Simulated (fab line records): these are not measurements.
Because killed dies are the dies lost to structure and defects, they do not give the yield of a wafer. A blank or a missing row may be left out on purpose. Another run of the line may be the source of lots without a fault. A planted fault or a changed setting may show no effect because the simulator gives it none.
Chamber matching -- flow berkeley_cmos170 -- 4 sister chambers for UCB170_V1_CMP_02 on cmp-01
The step polishes SiO2. 16 wafers are shown with their chamber, then 8 later ones without.

== WAFERS PAIRED WITH THEIR CHAMBERS ==
wafer,chamber,motor_current_A (A),retaining_ring_pressure_frac
L800.3,1,15.3,0.994
L800.4,0,15.0,0.993
L800.5,1,15.4,1.005
L798.2,1,15.5,0.992
L798.5,0,15.1,1.002
L798.6,3,15.2,0.999
L802.2,0,14.7,1.003
L802.3,2,16.4,1.009
L802.6,3,14.8,0.998
L803.2,3,15.0,1.004
L803.3,1,14.9,0.992
L803.6,3,15.1,1.000
L805.2,1,15.9,1.004
L805.3,2,15.0,0.992
L805.4,3,15.0,1.003
L811.1,3,14.7,1.003

SIGNATURES, as means of the wafers listed above
reading,chamber 0,chamber 1,chamber 2,chamber 3,scatter within a chamber
motor_current_A,14.933,15.400,15.700,14.967,0.383
retaining_ring_pressure_frac,0.99933,0.99740,1.00050,1.00117,0.00583
Rule: distance of a wafer from a chamber = root of the sum over the readings of ((wafer's reading minus chamber's mean) / reading's scatter) squared. If the next closest chamber is less than 2 further off than the closest, the wafer can't be placed; otherwise it belongs to the closest. The scatter: the root of (the sum of the squares of (reading less its chamber's mean) over the shown wafers, divided by (wafers less chambers)).

== WAFERS WITHOUT THEIR CHAMBER ==
wafer,motor_current_A (A),retaining_ring_pressure_frac
L811.2,15.2,0.996
L811.3,15.4,1.004
L809.4,17.0,0.999
L809.5,14.9,0.992
L809.6,15.6,0.992
L816.4,16.2,1.001
L816.5,15.2,0.992
L816.6,15.6,0.995

== WHICH CHAMBER EACH ONE RAN IN ==
wafer,from the rows above,in truth
L811.2,can't be placed: 1 or 0 or 3 or 2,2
L811.3,can't be placed: 2 or 1 or 3 or 0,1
L809.4,can't be placed: 2 or 1 or 3 or 0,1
L809.5,can't be placed: 0 or 3 or 1 or 2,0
L809.6,can't be placed: 1 or 2 or 0 or 3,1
L816.4,can't be placed: 2 or 1 or 3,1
L816.5,can't be placed: 1 or 0 or 3 or 2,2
L816.6,can't be placed: 1 or 2 or 0 or 3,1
Correctly placed: 0 of 8. Cannot be placed on the basis of these rows: 8; the candidates contain the true chamber in 8. 0 placed wrongly.
